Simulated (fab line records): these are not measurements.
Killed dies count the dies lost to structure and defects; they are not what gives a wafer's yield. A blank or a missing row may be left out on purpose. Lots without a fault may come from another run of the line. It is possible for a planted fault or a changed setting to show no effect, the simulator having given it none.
Which tool was responsible? ; flow rit-cmos ; Sampling: 7 lots, 21 wafers, 2 of 202 route steps

## WHAT THE GAUGES SHOWED, per wafer
RIT_SPACER_THK_MEAS_04.
lot;measured;on;SPACER_NITRIDE_THK (nm)
L591;day 3 14:40;film-metro-04;250.6 248.7 250.8
L594;day 4 01:35;film-metro-04;250.9 250.5 248.9
L596;day 4 15:25;film-metro-01;257.2 256.2 256.9
L598;day 5 01:19;film-metro-04;255.3 253.3 253.9
L603;day 5 23:29;film-metro-04;256.1 254.2 253.1
L607;day 6 20:32;film-metro-02;279.5 278.8 280.6
L610;day 7 13:32;film-metro-04;250.9 251.0 251.6

## TOOL THAT RAN EACH LOT (tool first, then ch and the chambers of the sampled wafers, then the start)
lot;RIT_SPACER_CVD_03
L591;lpcvd-01 ch 1, day 3 12:46
L594;lpcvd-02 ch 1, day 3 23:40
L596;lpcvd-01 ch 0, day 4 13:29
L598;lpcvd-01 ch 1, day 4 23:23
L603;lpcvd-02 ch 1, day 5 21:34
L607;lpcvd-01 ch 1, day 6 18:37
L610;lpcvd-02 ch 0, day 7 11:37
- RIT_SPACER_CVD_03: deposits Si3N4 from SiH2Cl2/NH3, target thk 250 nm, time 3300 s.

## THE ANSWER, worked out from the rows above alone
Rule: what is usual is taken from the lots themselves. Put in order of their means at a reading, lots are off if they are a third of the lots or fewer, leave a main group of 4 or more, and stand apart from it by a gap of 3 or more times the standard deviation of the main group's means; of several such gaps the widest counts. If all means in a main group match to the digits the tables above print for the reading, that group is not used. A lot without any number at a reading at which 4 lots or more have one is off too. All remaining lots with rows at the step are treated as sound.
Off: at RIT_SPACER_THK_MEAS_04 (SPACER_NITRIDE_THK), L607. For the main group the mean is 252.8 nm and the standard deviation 2.5.
If a tool, at a process step before that reading, ran all the lots that are off and no sound lot after the first of them, it fits. Those tools and the gauges at RIT_SPACER_THK_MEAS_04 are tried in the same way. Can't be told from this: 2 tools fit, lpcvd-01 at RIT_SPACER_CVD_03, film-metro-02 at RIT_SPACER_THK_MEAS_04.

## WHAT THE SIMULATOR PUT IN
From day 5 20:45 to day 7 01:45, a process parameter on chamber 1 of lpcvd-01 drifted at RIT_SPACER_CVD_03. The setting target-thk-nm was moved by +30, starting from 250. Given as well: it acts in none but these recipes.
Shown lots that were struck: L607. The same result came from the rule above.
